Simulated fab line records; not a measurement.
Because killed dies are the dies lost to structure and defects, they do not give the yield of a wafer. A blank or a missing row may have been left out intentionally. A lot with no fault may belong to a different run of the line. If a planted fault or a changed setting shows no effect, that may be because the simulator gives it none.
Tool commonality check + flow rit-cmos + Lots sampled 15, wafers sampled 45

## WHY THIS WAS OPENED
Of 15 lots, 3 have the reading ACTIVE_OXIDE_THK flagged at RIT_ACTIVE_THK_MEAS_02. No-fault wafers: 47.3 nm, standard deviation 0.85.
Rule: a lot gets a flag if all its wafers with a number sit over 4 standard deviations from that mean, or if no wafer of it has a number. The rest of the lots are taken to be sound.

| lot  | measured    | on            | ACTIVE_OXIDE_THK (nm), wafer by wafer | flag    |
|------|-------------|---------------|---------------------------------------|---------|
| L643 | day 1 12:03 | film-metro-01 | 47.0 46.7 47.2                        |         |
| L644 | day 1 19:03 | film-metro-02 | 46.8 46.8 47.1                        |         |
| L645 | day 1 23:37 | film-metro-04 | 49.2 49.3 48.6                        |         |
| L647 | day 2 09:01 | film-metro-02 | 45.6 46.7 45.6                        |         |
| L648 | day 2 14:06 | film-metro-04 | 47.3 47.8 47.6                        |         |
| L649 | day 2 18:10 | film-metro-01 | 48.7 48.5 49.4                        |         |
| L650 | day 2 23:34 | film-metro-01 | 47.1 46.8 47.3                        |         |
| L653 | day 3 14:05 | film-metro-02 | 48.2 48.4 48.1                        |         |
| L654 | day 3 19:38 | film-metro-01 | 47.6 47.5 47.0                        |         |
| L655 | day 4 00:03 | film-metro-04 | 32.3 32.2 32.0                        | FLAGGED |
| L656 | day 4 07:06 | film-metro-02 | 32.2 33.4 33.1                        | FLAGGED |
| L657 | day 4 10:14 | film-metro-04 | 47.9 47.4 48.2                        |         |
| L660 | day 5 01:52 | film-metro-02 | 47.0 47.0 47.3                        |         |
| L661 | day 5 06:04 | film-metro-04 | 34.0 34.2 33.1                        | FLAGGED |
| L665 | day 6 02:26 | film-metro-02 | 48.2 47.0 48.2                        |         |
Average over the flagged lots: 32.9 nm; offset from the usual -14.4 nm, equal to -17 standard deviations.

## WHICH TOOL EACH LOT WENT THROUGH
The record holds 1 process step before the reading, out of a route of 202 steps. Cell contents, in order: the tool; ch with the chambers the sampled wafers went through; the start.
| lot  | flag    | RIT_ACTIVE_OXIDATION_01      |
|------|---------|------------------------------|
| L643 |         | furnace-01 ch 0, day 1 10:07 |
| L644 |         | furnace-03 ch 0, day 1 17:06 |
| L645 |         | furnace-03 ch 0, day 1 21:41 |
| L647 |         | furnace-01 ch 0, day 2 07:05 |
| L648 |         | furnace-03 ch 0, day 2 12:10 |
| L649 |         | furnace-03 ch 0, day 2 16:14 |
| L650 |         | furnace-04 ch 0, day 2 21:38 |
| L653 |         | furnace-03 ch 0, day 3 12:09 |
| L654 |         | furnace-03 ch 0, day 3 17:43 |
| L655 | FLAGGED | furnace-03 ch 0, day 3 22:07 |
| L656 | FLAGGED | furnace-03 ch 0, day 4 05:09 |
| L657 |         | furnace-04 ch 0, day 4 08:18 |
| L660 |         | furnace-01 ch 0, day 4 23:56 |
| L661 | FLAGGED | furnace-03 ch 0, day 5 04:07 |
| L665 |         | furnace-04 ch 0, day 6 00:30 |
What the steps here do:
- RIT_ACTIVE_OXIDATION_01: target thk 46.8 nm, ox time 3360 s.
- RIT_ACTIVE_THK_MEAS_02

## FLAGGED OVER TOTAL, TOOL BY TOOL (the gauges that took the reading come last)
| step                    | tool          | lots run | flagged | share of the flagged lots | sound lots run after its first flagged lot |
|-------------------------|---------------|----------|---------|---------------------------|--------------------------------------------|
| RIT_ACTIVE_OXIDATION_01 | furnace-01    | 3        | 0       | none                      | -                                          |
| RIT_ACTIVE_OXIDATION_01 | furnace-03    | 9        | 3       | all                       | 0                                          |
| RIT_ACTIVE_OXIDATION_01 | furnace-04    | 3        | 0       | none                      | -                                          |
| RIT_ACTIVE_THK_MEAS_02  | film-metro-01 | 4        | 0       | none                      | -                                          |
| RIT_ACTIVE_THK_MEAS_02  | film-metro-02 | 6        | 1       | some                      | 2 (L660,L665)                              |
| RIT_ACTIVE_THK_MEAS_02  | film-metro-04 | 5        | 2       | some                      | 1 (L657)                                   |

## WHAT THE TABLE ALLOWS
Rows of the table that ran each flagged lot: 1, that is furnace-03 at RIT_ACTIVE_OXIDATION_01.
- furnace-03 at RIT_ACTIVE_OXIDATION_01 ran 9 lots, 3 of them flagged. Last sound lot L654 at day 3 17:43, first flagged lot L655 at day 3 22:07; a fault beginning in between fits. Its own readings lie more than 4 standard deviations out on every wafer of the flagged lots: spike-tc-centre-C, spike-tc-load-C, spike-tc-source-C, tube-center-temp-C, tube_center_temp_C_max.
What remains is a single tool, furnace-03 at RIT_ACTIVE_OXIDATION_01.

## WHAT THE SIMULATOR HAD PUT IN
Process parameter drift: furnace-03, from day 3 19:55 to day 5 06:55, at RIT_ACTIVE_OXIDATION_01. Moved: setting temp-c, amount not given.
Lots struck among those shown: L655, L656, L661. The rule given above showed the same thing.
